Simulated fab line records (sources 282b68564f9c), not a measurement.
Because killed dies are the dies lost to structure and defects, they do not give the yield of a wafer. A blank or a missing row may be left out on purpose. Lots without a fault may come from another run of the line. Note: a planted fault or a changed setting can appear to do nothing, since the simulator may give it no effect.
fab line records    flow ritCmos
[record] lots = 7  wafers = 21  lastDay = 7
route steps=202 shown SPACER@127 NSD@131 PSD@142 SDANNEAL@153 PLDD@159 M1@202
lots that met no fault: from a run of the same line without faults
startH: hours from the record's first day to the start of the lot's first wafer shown    waitH: hours since the lot's step before    " repeats the value in the row above    L1.1+2: a row that stands for several wafers    - either no value or no given start    * or withheld: withheld    < > ~ a bound
route shown NAME@n: names a module that has steps shown in the file, with the first one's number in the route    usual: mean/standard deviation taken from wafers without a fault    same: alike in all rows    chamber/n: place in a boat    sites: per-site readings    _std_site: standard deviation across them    _edge_site: inner sites' mean taken away from outer sites' mean    radiusMm: how far each site lies from the wafer's centre    mask NAME#n: copy n    behind: tool/chamber where the wafer was last shaped    hold: what put the lot on hold/how long, in hours/how the hold closed    device: which transistor (n, p or np) failed to switch    end of line: the route-end tests of the same wafers    a step given without rows: its recipe and nothing more    killed: count of dies lost to structure and defects at first sort (not the wafer's yield)    map: a wafer's dies, x killed, . not, _ none there
set.NAME: the setting that was run; set.NAME@STEP: the one run at that earlier step    model.NAME: the simulator's own value behind a step, which no gauge read
lots at some steps of the route; a table a step, a row a wafer
services: the hour from which a tool's chamber was out of use, counted from the record's first day as startH (under 0 if before that day), plus the number of hours and why
[[steps]]
[step RIT_SPACER_CLEAN_02]
[recipe] chemistry = SC2  mix = 3:3:50  timeS = 600  tempC = 75  dry = n2Spin
[step RIT_SPACER_CVD_03]
[recipe] material = Si3N4  targetThkNm = 250  tempC = 810  precursor = SiH2Cl2/NH3  timeS = 3300  pressureMtorr = 300  sih2cl2FlowSccm = 60  nh3FlowSccm = 150
[step RIT_SPACER_THK_MEAS_04]
[recipe] reads = Si3N4_of_SPACER_CVD_03
[usual] SPACER_NITRIDE_THK = 250.2/2.3
lot.wafer  tool          chamber  startH  waitH  SPACER_NITRIDE_THK[nm]
L689.2     filmMetro-03  -        49.31   0.0    246.2
L689.3     "             -        "       "      249.6
L689.5     "             -        "       "      247.6
L698.4     filmMetro-04  -        101.11  0.0    252.0
L698.5     "             -        "       "      253.2
L698.6     "             -        "       "      252.6
L705.2     filmMetro-03  -        130.62  0.0    247.5
L705.5     "             -        "       "      248.7
L705.6     "             -        "       "      247.9
L706.1     filmMetro-01  -        135.11  0.0    251.6
L706.4     "             -        "       "      251.3
L706.5     "             -        "       "      253.9
L707.2     filmMetro-03  -        137.96  0.0    248.4
L707.4     "             -        "       "      249.6
L707.6     "             -        "       "      249.1
L710.2     filmMetro-04  -        152.82  0.0    247.8
L710.3     "             -        "       "      250.0
L710.4     "             -        "       "      249.2
L712.3     filmMetro-01  -        164.10  0.0    246.7
L712.4     "             -        "       "      246.8
L712.5     "             -        "       "      248.1
[step RIT_SPACER_ETCHBACK_05]
[recipe] targetDepthA = 2500  SF6_flow_sccm = 30  CHF3_flow_sccm = 30  target = Si3N4  chemistry = SF6/CHF3  pressureMtorr = 40  rfW = 250  timeS = 240  stopOn = SiO2
[usual] SF6_flow_sccm = 29.99/0.081  drypumpMotorCurrentA = 5.6/0.31  oesProductAu = 0.846/0.012  throttleValvePct = 10.24/0.16
lot.wafer  tool        chamber  startH  waitH  SF6_flow_sccm  drypumpMotorCurrentA  oesProductAu  rfHoursCounterH  throttleValvePct
L689.2     rieDiel-03  2        49.36   0.0    29.94          5.8                   0.843         89               10.56
L689.3     "           1        "       "      29.98          6.1                   0.832         141              10.12
L689.5     "           1        "       "      30.07          6.1                   0.824         -                10.13
L698.4     rieDiel-01  1        101.14  0.0    30.05          5.2                   0.849         74               10.32
L698.5     "           3        "       "      29.94          5.9                   0.833         -                10.37
L698.6     "           0        "       "      30.03          5.8                   0.846         -                10.30
L705.2     rieDiel-02  2        130.67  0.0    29.96          5.5                   0.861         18               10.04
L705.5     "           1        "       "      29.83          5.5                   0.840         -                10.15
L705.6     "           3        "       "      29.90          5.8                   0.850         -                10.35
L706.1     rieDiel-03  0        135.17  0.1    29.96          5.7                   0.848         5                10.06
L706.4     "           1        "       "      30.05          6.1                   0.842         142              10.14
L706.5     "           1        "       "      30.18          6.1                   0.845         -                10.14
L707.2     rieDiel-02  1        138.01  0.0    30.06          5.5                   0.841         92               10.14
L707.4     "           3        "       "      30.09          5.8                   0.851         76               10.36
L707.6     "           0        "       "      30.13          5.0                   0.855         -                10.11
L710.2     rieDiel-01  0        152.87  0.0    30.07          5.8                   0.843         128              10.29
L710.3     "           3        "       "      30.07          5.9                   0.828         4                10.36
L710.4     "           2        "       "      29.90          5.6                   0.847         111              10.44
L712.3     rieDiel-03  3        164.14  0.0    29.98          5.9                   0.843         79               10.38
L712.4     "           2        "       "      29.95          5.8                   0.837         91               10.56
L712.5     "           1        "       "      30.05          6.1                   0.833         -                10.13
[step RIT_NSD_HMDS_00]
[recipe] primeTimeS = 60  primeTempC = 140
[step RIT_NSD_COAT_01]
[recipe] resist = NOVOLAK  spinRpm = 3250  resistThkNm = 1000
[step RIT_NSD_SOFTBAKE_02]
[recipe] resist = NOVOLAK  tempC = 90  timeS = 60
[step RIT_NSD_EXPOSE_03]
[recipe] maskId = M9  na = 0.57  targetCdNm = 40700  doseMj = 250
[step RIT_NSD_PEB_04]
[recipe] resist = NOVOLAK  tempC = withheld  timeS = withheld
[step RIT_NSD_DEVELOP_05]
[recipe] resist = NOVOLAK  developTimeS = 50  devTempC = 23
[step RIT_NSD_OVL_MEAS_06]
[usual] NSD_OVL = 0.8/1.5
lot.wafer  tool        chamber  startH  waitH  NSD_OVL[nm]
L689.2     overlay-02  -        50.50   -      1.5
L689.3     "           -        "       "      1.4
L689.5     "           -        "       "      1.7
L698.4     overlay-01  -        102.28  -      1.9
L698.5     "           -        "       "      0.8
L698.6     "           -        "       "      3.0
L705.2     overlay-02  -        131.67  -      -0.9
L705.5     "           -        "       "      -0.7
L705.6     "           -        "       "      -1.0
L706.1     overlay-02  -        136.17  -      1.9
L706.4     "           -        "       "      1.5
L706.5     "           -        "       "      -0.9
L707.2     overlay-02  -        139.14  -      -0.9
L707.4     "           -        "       "      -2.0
L707.6     "           -        "       "      -0.7
L710.2     overlay-01  -        154.10  -      -0.2
L710.3     "           -        "       "      -2.3
L710.4     "           -        "       "      -0.2
L712.3     overlay-01  -        165.16  -      0.4
L712.4     "           -        "       "      0.7
L712.5     "           -        "       "      -0.9
[step RIT_NSD_HARDBAKE_07]
[recipe] resist = NOVOLAK  tempC = 140  timeS = 60
[step RIT_NSD_IMPLANT_08]
[recipe] species = P  energyKev = 25  doseCm2 = 1e+15  tiltDeg = 7
[usual] doseIonsCm2 = 1e+15/9e+11  faradayCurrentUA = 3119/59
lot.wafer  tool          chamber  startH  waitH  doseIonsCm2  faradayCurrentUA
L689.2     implanter-03  0        50.71   0.1    1.0001e+15   3119
L689.3     "             0        "       "      9.983e+14    3114
L689.5     "             0        "       "      1.0004e+15   3135
L698.4     implanter-03  0        102.52  0.1    9.998e+14    3179
L698.5     "             0        "       "      1.0012e+15   3154
L698.6     "             0        "       "      1.0015e+15   3126
L705.2     implanter-03  0        131.88  0.1    7.129e+14    2276
L705.5     "             0        "       "      7.136e+14    2242
L705.6     "             0        "       "      7.139e+14    2269
L706.1     implanter-03  0        136.36  0.1    7.129e+14    2281
L706.4     "             0        "       "      7.123e+14    2247
L706.5     "             0        "       "      7.127e+14    2216
L707.2     implanter-03  0        139.34  0.1    7.126e+14    2202
L707.4     "             0        "       "      7.124e+14    2245
L707.6     "             0        "       "      7.126e+14    2247
L710.2     implanter-04  0        154.30  0.1    9.997e+14    3146
L710.3     "             0        "       "      1.0002e+15   3074
L710.4     "             0        "       "      9.994e+14    3033
L712.3     implanter-02  0        165.38  0.1    1.0002e+15   3152
L712.4     "             0        "       "      1.0006e+15   3123
L712.5     "             0        "       "      9.99e+14     3125
[step RIT_NSD_STRIP_09]
[recipe] chemistry = O2  timeS = 180  resist = NOVOLAK  platenTempC = withheld  powerW = 500  pressureMtorr = 4000  o2FlowSccm = 4000
[usual] drypumpMotorCurrentA = 5.6/0.41
lot.wafer  tool            chamber  startH  waitH  drypumpMotorCurrentA  rfHoursCounterH
L689.2     plasmaAsher-03  0        50.83   0.1    5.7                   40
L689.3     "               0        "       "      5.7                   -
L689.5     "               0        "       "      5.7                   -
L698.4     plasmaAsher-02  0        102.66  0.1    5.0                   -
L698.5     "               0        "       "      5.0                   -
L698.6     "               1        "       "      6.0                   -
L705.2     plasmaAsher-02  0        132.00  0.1    5.0                   2
L705.5     "               0        "       "      5.0                   -
L705.6     "               1        "       "      6.0                   -
L706.1     plasmaAsher-02  0        136.51  0.1    5.0                   3
L706.4     "               0        "       "      5.0                   -
L706.5     "               0        "       "      5.0                   -
L707.2     plasmaAsher-02  1        139.47  0.1    6.0                   3
L707.4     "               1        "       "      6.0                   -
L707.6     "               0        "       "      5.0                   -
L710.2     plasmaAsher-04  0        154.43  0.1    5.5                   38
L710.3     "               0        "       "      5.5                   -
L710.4     "               1        "       "      6.0                   -
L712.3     plasmaAsher-04  1        165.54  0.1    6.0                   -
L712.4     "               0        "       "      5.5                   -
L712.5     "               0        "       "      5.5                   -
[step RIT_NSD_TW_MEAS_10]
[usual] NSD_TW = 3058/36
lot.wafer  tool          chamber  startH  waitH  NSD_TW
L689.2     filmMetro-03  -        51.02   0.1    3035
L689.3     "             -        "       "      3015
L689.5     "             -        "       "      3039
L698.4     filmMetro-04  -        102.80  0.1    3097
L698.5     "             -        "       "      3109
L698.6     "             -        "       "      3107
L705.2     filmMetro-04  -        132.19  0.1    2884
L705.5     "             -        "       "      2893
L705.6     "             -        "       "      2874
L706.1     filmMetro-02  -        136.68  0.1    2854
L706.4     "             -        "       "      2827
L706.5     "             -        "       "      2840
L707.2     filmMetro-04  -        139.65  0.1    2884
L707.4     "             -        "       "      2885
L707.6     "             -        "       "      2872
L710.2     filmMetro-03  -        154.61  0.1    3037
L710.3     "             -        "       "      3039
L710.4     "             -        "       "      3030
L712.3     filmMetro-03  -        165.67  0.1    3024
L712.4     "             -        "       "      3027
L712.5     "             -        "       "      3024
[step RIT_PSD_HMDS_00]
[recipe] primeTimeS = 60  primeTempC = 140
[step RIT_PSD_COAT_01]
[recipe] resist = NOVOLAK  spinRpm = 3250  resistThkNm = 1000
[step RIT_PSD_SOFTBAKE_02]
[recipe] resist = NOVOLAK  tempC = 90  timeS = 60
[step RIT_PSD_EXPOSE_03]
[recipe] maskId = M10  na = 0.57  targetCdNm = 40900  doseMj = 250
[step RIT_PSD_PEB_04]
[recipe] resist = NOVOLAK  tempC = withheld  timeS = withheld
[step RIT_PSD_DEVELOP_05]
[recipe] resist = NOVOLAK  developTimeS = 50  devTempC = 23
[step RIT_PSD_OVL_MEAS_06]
[usual] PSD_OVL = -0.2/1.4
lot.wafer  tool        chamber  startH  waitH  PSD_OVL[nm]
L689.2     overlay-02  -        52.05   -      -1.3
L689.3     "           -        "       "      -1.1
L689.5     "           -        "       "      -0.8
L698.4     overlay-02  -        103.83  -      -1.1
L698.5     "           -        "       "      -1.9
L698.6     "           -        "       "      0.2
L705.2     overlay-02  -        133.33  -      -1.7
L705.5     "           -        "       "      -1.9
L705.6     "           -        "       "      0.3
L706.1     overlay-02  -        137.69  -      -1.0
L706.4     "           -        "       "      -2.0
L706.5     "           -        "       "      -2.4
L707.2     overlay-02  -        140.56  -      -2.2
L707.4     "           -        "       "      -1.5
L707.6     "           -        "       "      -0.4
L710.2     overlay-01  -        155.64  -      0.4
L710.3     "           -        "       "      -0.3
L710.4     "           -        "       "      0.2
L712.3     overlay-01  -        166.81  -      1.1
L712.4     "           -        "       "      0.9
L712.5     "           -        "       "      0.2
[step RIT_PSD_HARDBAKE_07]
[recipe] resist = NOVOLAK  tempC = 140  timeS = 60
[step RIT_PSD_IMPLANT_08]
[recipe] species = BF2  energyKev = 27  doseCm2 = 5e+15  tiltDeg = 7
[step RIT_PSD_STRIP_09]
[recipe] chemistry = O2  timeS = 180  resist = NOVOLAK  platenTempC = withheld  powerW = 500  pressureMtorr = 4000  o2FlowSccm = 4000
[usual] drypumpMotorCurrentA = 5.4/0.5
lot.wafer  tool            chamber  startH  waitH  drypumpMotorCurrentA  rfHoursCounterH
L689.2     plasmaAsher-01  1        52.38   0.1    5.9                   40
L689.3     "               0        "       "      4.6                   -
L689.5     "               0        "       "      4.6                   -
L698.4     plasmaAsher-03  0        104.20  0.1    5.7                   -
L698.5     "               0        "       "      5.7                   -
L698.6     "               1        "       "      5.5                   -
L705.2     plasmaAsher-02  1        133.66  0.1    6.0                   2
L705.5     "               0        "       "      5.0                   -
L705.6     "               1        "       "      6.0                   -
L706.1     plasmaAsher-02  1        138.02  0.1    6.0                   3
L706.4     "               0        "       "      5.0                   -
L706.5     "               1        "       "      6.0                   -
L707.2     plasmaAsher-02  0        140.89  0.1    5.0                   3
L707.4     "               0        "       "      5.0                   -
L707.6     "               1        "       "      6.0                   -
L710.2     plasmaAsher-03  1        155.97  0.1    5.5                   47
L710.3     "               1        "       "      5.5                   -
L710.4     "               0        "       "      5.7                   -
L712.3     plasmaAsher-03  1        167.19  0.1    5.5                   -
L712.4     "               0        "       "      5.7                   -
L712.5     "               0        "       "      5.7                   -
[step RIT_PSD_TW_MEAS_10]
[usual] PSD_TW = 3362/32
lot.wafer  tool          chamber  startH  waitH  PSD_TW
L689.2     filmMetro-03  -        52.56   0.1    3340
L689.3     "             -        "       "      3338
L689.5     "             -        "       "      3316
L698.4     filmMetro-04  -        104.35  0.1    3419
L698.5     "             -        "       "      3410
L698.6     "             -        "       "      3432
L705.2     filmMetro-02  -        133.85  0.1    3376
L705.5     "             -        "       "      3373
L705.6     "             -        "       "      3377
L706.1     filmMetro-02  -        138.20  0.1    3370
L706.4     "             -        "       "      3389
L706.5     "             -        "       "      3388
L707.2     filmMetro-03  -        141.07  0.1    3354
L707.4     "             -        "       "      3357
L707.6     "             -        "       "      3342
L710.2     filmMetro-02  -        156.16  0.1    3336
L710.3     "             -        "       "      3337
L710.4     "             -        "       "      3344
L712.3     filmMetro-03  -        167.33  0.1    3358
L712.4     "             -        "       "      3334
L712.5     "             -        "       "      3347
[step RIT_SDANNEAL_CLEAN_00]
[recipe] chemistry = SC1  mix = 3:3:50  timeS = 600  tempC = 75
[step RIT_SDANNEAL_CLEAN_01]
[recipe] chemistry = dHF  dilution = 50:1  timeS = 30
[step RIT_SDANNEAL_CLEAN_02]
[recipe] chemistry = SC2  mix = 3:3:50  timeS = 600  tempC = 75  dry = n2Spin
[step RIT_SDANNEAL_RTA_03]
[recipe] tempC = 1050  timeS = 5  idleTempC = 600  rampUpCPerS = 342  rampDownCPerS = 171  coolToC = 600  ambient = N2
[usual] wafer_temp_C_max = 1053.5/1.2
lot.wafer  tool          chamber  startH  waitH  wafer_temp_C_max
L689.2     rtpAnneal-02  0        53.02   0.0    1053.3
L689.3     "             0        "       "      1054.9
L689.5     "             0        "       "      1051.2
L698.4     rtpAnneal-01  0        104.84  0.1    1055.6
L698.5     "             0        "       "      1053.3
L698.6     "             0        "       "      1052.7
L705.2     rtpAnneal-02  0        134.31  0.0    1051.7
L705.5     "             0        "       "      1054.6
L705.6     "             0        "       "      1053.5
L706.1     rtpAnneal-01  0        138.63  0.0    1054.1
L706.4     "             0        "       "      1057.0
L706.5     "             0        "       "      1053.1
L707.2     rtpAnneal-02  0        141.55  0.0    1052.3
L707.4     "             0        "       "      1052.3
L707.6     "             0        "       "      1054.1
L710.2     rtpAnneal-01  0        156.76  0.0    1054.0
L710.3     "             0        "       "      1053.2
L710.4     "             0        "       "      1053.5
L712.3     rtpAnneal-01  0        167.98  0.0    1054.5
L712.4     "             0        "       "      1053.9
L712.5     "             0        "       "      1055.4
[step RIT_SDANNEAL_RS_MEAS_04]
[recipe] thkMeasGauge = four-point-probe
[usual] PSD_RS = 116.0/0.32
lot.wafer  tool          chamber  startH  waitH  PSD_RS[ohm/sq]
L689.2     filmMetro-04  -        53.11   0.1    115.7
L689.3     "             -        "       "      115.4
L689.5     "             -        "       "      115.7
L698.4     filmMetro-04  -        104.96  0.1    115.5
L698.5     "             -        "       "      115.6
L698.6     "             -        "       "      115.5
L705.2     filmMetro-02  -        134.38  0.1    116.5
L705.5     "             -        "       "      116.3
L705.6     "             -        "       "      116.4
L706.1     filmMetro-04  -        138.68  0.0    116.0
L706.4     "             -        "       "      116.0
L706.5     "             -        "       "      115.8
L707.2     filmMetro-02  -        141.62  0.1    116.0
L707.4     "             -        "       "      116.2
L707.6     "             -        "       "      115.7
L710.2     filmMetro-04  -        156.83  0.1    115.8
L710.3     "             -        "       "      116.1
L710.4     "             -        "       "      115.4
L712.3     filmMetro-02  -        168.06  0.1    115.9
L712.4     "             -        "       "      116.2
L712.5     "             -        "       "      116.1
[step RIT_SDANNEAL_RS_MEAS_05]
[recipe] thkMeasGauge = four-point-probe
[usual] NSD_RS = 84.6/0.32
lot.wafer  tool          chamber  startH  waitH  NSD_RS[ohm/sq]
L689.2     filmMetro-04  -        53.23   0.1    84.5
L689.3     "             -        "       "      84.3
L689.5     "             -        "       "      84.4
L698.4     filmMetro-04  -        105.08  0.1    84.7
L698.5     "             -        "       "      84.8
L698.6     "             -        "       "      85.1
L705.2     filmMetro-02  -        134.50  0.1    111.6
L705.5     "             -        "       "      111.6
L705.6     "             -        "       "      111.3
L706.1     filmMetro-04  -        138.80  0.1    109.3
L706.4     "             -        "       "      109.8
L706.5     "             -        "       "      109.9
L707.2     filmMetro-02  -        141.74  0.1    111.1
L707.4     "             -        "       "      111.0
L707.6     "             -        "       "      111.4
L710.2     filmMetro-04  -        156.95  0.1    85.1
L710.3     "             -        "       "      84.8
L710.4     "             -        "       "      84.7
L712.3     filmMetro-02  -        168.18  0.1    85.1
L712.4     "             -        "       "      85.0
L712.5     "             -        "       "      85.0
[step RIT_SDANNEAL_RS_MEAS_06]
[recipe] thkMeasGauge = four-point-probe
[usual] PLDD_RS = 178.8/0.47
lot.wafer  tool          chamber  startH  waitH  PLDD_RS[ohm/sq]
L689.2     filmMetro-04  -        53.35   0.1    178.7
L689.3     "             -        "       "      179.0
L689.5     "             -        "       "      179.1
L698.4     filmMetro-04  -        105.20  0.1    177.9
L698.5     "             -        "       "      178.1
L698.6     "             -        "       "      178.4
L705.2     filmMetro-02  -        134.62  0.1    178.8
L705.5     "             -        "       "      179.3
L705.6     "             -        "       "      179.2
L706.1     filmMetro-04  -        138.92  0.1    178.9
L706.4     "             -        "       "      178.9
L706.5     "             -        "       "      178.2
L707.2     filmMetro-02  -        141.86  0.1    178.1
L707.4     "             -        "       "      177.9
L707.6     "             -        "       "      177.9
L710.2     filmMetro-04  -        157.07  0.1    177.4
L710.3     "             -        "       "      178.2
L710.4     "             -        "       "      178.2
L712.3     filmMetro-02  -        168.30  0.1    178.6
L712.4     "             -        "       "      178.6
L712.5     "             -        "       "      179.2
[step RIT_M1_PROBE_99]
[usual] killedAtContacts = 0.1/0.34  killedAtFrontEnd = 7.0/2.9  killedDies = 7.2/2.9  killedOpen = 3.6/1.9  killedShort = 3.5/2.1
[same] grossDies = 264  killed_at_M0_to_M3 = 0  killed_at_M4_up = 0  killedAtBackSide = 0  killedAtOther = 0
lot.wafer  tool       chamber  startH  waitH  killedAtContacts  killedAtFrontEnd  killedDies  killedOpen  killedShort  model.etest.nmos_0p3.rOnOhmUm  model.etest.nmos_0p15.rOnOhmUm  model.etest.contactNplus.endOhmUm  model.etest.nmos_0p15.driveUaUm  model.etest.nmosNarrow.driveUaUm  model.etest.nmos_0p3.driveUaUm  model.etest.nmos_0p15.toxInvNm  model.etest.nmos_0p15.junctionLog10AUm
L689.2     prober-02  -        60.82   0.1    0                 7                 7           3           4            2220                           1174                            43.3                               451.1                            214.4                             218.2                           4.559                           -13.46
L689.3     prober-02  -        60.87   0.2    0                 5                 5           2           3            2282                           1255                            42.8                               439.9                            213                               217.4                           4.428                           -13.29
L689.5     prober-02  -        60.97   0.2    0                 8                 8           3           5            2231                           1224                            43.19                              446.9                            220                               220                             4.415                           -13.46
L698.4     prober-02  -        112.64  0.2    0                 5                 5           4           1            2221                           1181                            42.98                              455.3                            221.5                             221.4                           4.451                           -13.62
L698.5     prober-02  -        112.69  0.2    1                 8                 9           4           5            2148                           1107                            40.62                              471.5                            231.8                             225                             4.538                           -13.52
L698.6     prober-02  -        112.74  0.2    0                 1                 1           1           0            2166                           1133                            41.23                              472.9                            225.8                             221.2                           4.529                           -13.58
L705.2     prober-01  -        141.68  0.1    0                 7                 7           0           7            2357                           1239                            68.7                               436.7                            208.9                             204.9                           4.829                           -13.17
L705.5     prober-01  -        141.83  0.2    0                 6                 6           4           2            2430                           1326                            69.34                              426.2                            202.4                             202.8                           4.762                           -12.96
L705.6     prober-01  -        141.88  0.2    1                 6                 7           5           2            2353                           1227                            69.05                              435.5                            207.9                             208.7                           4.819                           -13.32
L706.1     prober-02  -        146.55  0.1    0                 11                11          3           8            2332                           1222                            66.88                              426.8                            201                               199.3                           4.939                           -13.34
L706.4     prober-02  -        146.70  0.2    0                 7                 7           5           2            2369                           1258                            68.05                              431.9                            199.8                             204                             4.814                           -13.25
L706.5     prober-02  -        146.75  0.2    0                 11                11          7           4            2403                           1278                            66.58                              413.9                            196.4                             195.6                           4.912                           -13.27
L707.2     prober-01  -        149.11  0.1    0                 1                 1           0           1            2348                           1251                            67.45                              434.6                            204.9                             203.4                           4.784                           -13.43
L707.4     prober-01  -        149.21  0.2    0                 5                 5           2           3            2316                           1204                            65.21                              427.5                            202.4                             199.9                           4.918                           -13.31
L707.6     prober-01  -        149.31  0.2    0                 6                 6           4           2            2406                           1293                            67.3                               422.1                            206.1                             200.6                           4.773                           -13.22
L710.2     prober-02  -        164.42  0.1    1                 7                 8           6           2            2185                           1154                            41.54                              461.4                            226.6                             225.4                           4.465                           -13.6
L710.3     prober-02  -        164.47  0.2    0                 5                 5           3           2            2168                           1120                            41.36                              466.6                            224.7                             225                             4.503                           -13.53
L710.4     prober-02  -        164.52  0.2    0                 13                13          5           8            2231                           1205                            41.31                              457.9                            224.4                             224.1                           4.409                           -13.6
L712.3     prober-02  -        175.78  0.2    0                 12                12          4           8            2188                           1198                            42.81                              451.2                            227                               224.9                           4.381                           -13.44
L712.4     prober-02  -        175.83  0.2    0                 3                 3           1           2            2154                           1155                            42.09                              460.6                            227.3                             229.2                           4.421                           -13.47
L712.5     prober-02  -        175.88  0.2    0                 7                 7           4           3            2218                           1224                            43.15                              448.9                            227.9                             226.9                           4.37                            -13.61
// killed by level:class
L689.2 GATE:geometricParticle:short=2 GATE:geometricParticle:open=2 FOX2:geometricParticle:short=1 SPACER:geometricParticle:open=1 SILICIDE:geometricParticle:short=1
L689.3 GATE:geometricParticle:short=2 FOX2:geometricParticle:short=1 FOX2:geometricParticle:open=1 GATE:geometricParticle:open=1
L689.5 GATE:geometricParticle:short=2 GATE:geometricParticle:open=2 FOX1:geometricParticle:short=1 FOX2:geometricParticle:short=1 REOX:geometricParticle:short=1 SPACER:geometricParticle:open=1
L698.4 GATE:geometricParticle:open=2 FOX1:geometricParticle:open=1 FOX1:geometricParticle:short=1 SILICIDE:geometricParticle:open=1
L698.5 GATE:geometricParticle:short=2 REOX:geometricParticle:open=2 SPACER:geometricParticle:open=1 SPACER:geometricParticle:short=1 SILICIDE:geometricParticle:short=1 SILICIDE:geometricParticle:open=1 CONTACT:geometricParticle:short=1
L698.6 GATE:geometricParticle:open=1
L705.2 GATE:geometricParticle:short=4 FOX2:geometricParticle:short=2 REOX:geometricParticle:short=1
L705.5 GATE:geometricParticle:open=2 GATE:geometricParticle:short=2 REOX:geometricParticle:open=1 SPACER:geometricParticle:open=1
L705.6 GATE:geometricParticle:open=3 FOX1:geometricParticle:open=1 SPACER:geometricParticle:short=1 FOX2:geometricParticle:open=1 CONTACT:geometricParticle:short=1
L706.1 GATE:geometricParticle:short=4 FOX2:geometricParticle:short=2 GATE:geometricParticle:open=2 FOX1:geometricParticle:open=1 SPACER:geometricParticle:short=1 SILICIDE:geometricParticle:short=1
L706.4 GATE:geometricParticle:short=2 SPACER:geometricParticle:open=2 ACTIVE:geometricParticle:open=1 GATE:geometricParticle:open=1 REOX:geometricParticle:open=1
L706.5 GATE:geometricParticle:open=3 FOX1:geometricParticle:short=2 SILICIDE:geometricParticle:open=2 SILICIDE:geometricParticle:short=1 REOX:geometricParticle:open=1 SPACER:geometricParticle:short=1 SPACER:geometricParticle:open=1
L707.2 GATE:geometricParticle:short=1
L707.4 GATE:geometricParticle:short=2 GATE:geometricParticle:open=1 SILICIDE:geometricParticle:open=1 SILICIDE:geometricParticle:short=1
L707.6 FOX1:geometricParticle:open=1 FOX2:geometricParticle:short=1 GATE:geometricParticle:open=1 REOX:geometricParticle:short=1 REOX:geometricParticle:open=1 SILICIDE:geometricParticle:open=1
L710.2 GATE:geometricParticle:open=4 GATE:geometricParticle:short=1 SPACER:geometricParticle:short=1 SPACER:geometricParticle:open=1 CONTACT:geometricParticle:open=1
L710.3 FOX1:geometricParticle:open=1 FOX2:geometricParticle:short=1 GATE:geometricParticle:open=1 SPACER:geometricParticle:short=1 SPACER:geometricParticle:open=1
L710.4 GATE:geometricParticle:short=5 GATE:geometricParticle:open=2 SPACER:geometricParticle:open=2 FOX1:geometricParticle:short=1 SPACER:geometricParticle:short=1 SILICIDE:geometricParticle:open=1 SILICIDE:geometricParticle:short=1
L712.3 GATE:geometricParticle:short=2 REOX:geometricParticle:open=2 SPACER:geometricParticle:short=2 FOX1:geometricParticle:short=1 FOX2:geometricParticle:short=1 FOX2:geometricParticle:open=1 REOX:geometricParticle:short=1 SPACER:geometricParticle:open=1
L712.4 FOX1:geometricParticle:short=1 GATE:geometricParticle:short=1 SPACER:geometricParticle:open=1
L712.5 FOX1:geometricParticle:short=1 FOX2:geometricParticle:open=1 GATE:geometricParticle:short=1 GATE:geometricParticle:open=1 REOX:geometricParticle:open=1 SPACER:geometricParticle:short=1 SPACER:geometricParticle:open=1
[[services]]
tool            chamber  startH  hours  kind
implanter-02    -        59.75   6.0    repair
implanter-02    -        76.95   4.1    repair
rieDiel-03      1        78.86   3.4    repair
rtpAnneal-02    -        88.40   3.3    pm
rieDiel-02      1        107.81  3.7    repair
plasmaAsher-03  -        107.97  28.1   pm
plasmaAsher-02  -        108.75  9.0    pm
plasmaAsher-02  0        108.75  9.0    ventCycle
plasmaAsher-02  1        108.75  9.0    ventCycle
implanter-04    -        109.03  1.0    repair
rieDiel-03      -        111.41  2.3    repair
rieDiel-01      -        113.99  4.3    pm
plasmaAsher-02  0        117.75  -      clean
plasmaAsher-02  1        117.75  -      clean
rieDiel-01      3        118.36  18.3   repair
rieDiel-02      0        118.75  17.0   repair
implanter-03    -        128.68  3.1    repair
plasmaAsher-03  -        136.07  14.6   pm
plasmaAsher-04  -        138.04  2.8    pm
implanter-04    -        158.03  3.7    repair
plasmaAsher-03  -        162.26  1.3    repair
rieDiel-03      0        162.73  1.2    repair
[[key]]
[firstSign] step = RIT_NSD_IMPLANT_08  reading = doseIonsCm2  direction = down  sigmas = 99+  usual = 1e+15  struck = 7.129e+14
[effect] step = RIT_NSD_IMPLANT_08  reading = faradayCurrentUA  direction = down  sigmas = 15  usual = 3119  struck = 2247
[effect] step = RIT_NSD_TW_MEAS_10  reading = NSD_TW  direction = down  sigmas = 5.3  usual = 3058  struck = 2868
[effect] step = RIT_SDANNEAL_RS_MEAS_05  reading = NSD_RS  direction = up  sigmas = 82  usual = 84.6  struck = 110.8
[modelEffect] step = RIT_M1_PROBE_99  value = etest.nmos_0p3.rOnOhmUm  without = 2207  struck = 2368
metAt RIT_NSD_IMPLANT_08
struckWafers L705.2,L705.5,L705.6,L706.1,L706.4,L706.5,L707.2,L707.4,L707.6
testerLeftOut L705,L706,L707
onsetBetween 102.52 131.88
[fault] kind = processParameterDrift  tool = implanter-03  chamber = -  onsetH = 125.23  steps = RIT_NSD_IMPLANT_08  channel = doseCm2  offset = -2.8685e+14  shape = step  endH = 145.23  actsIn = theseRecipesOnly  stated = 1e+15
// testerLeftOut: of these lots the tester's yield and bins aren't shown, on N5 and GAA mostly nor the transistor test; their killed dies are dies lost to structure and defects alone, not to doping, threshold or leakage, so they don't give the yield
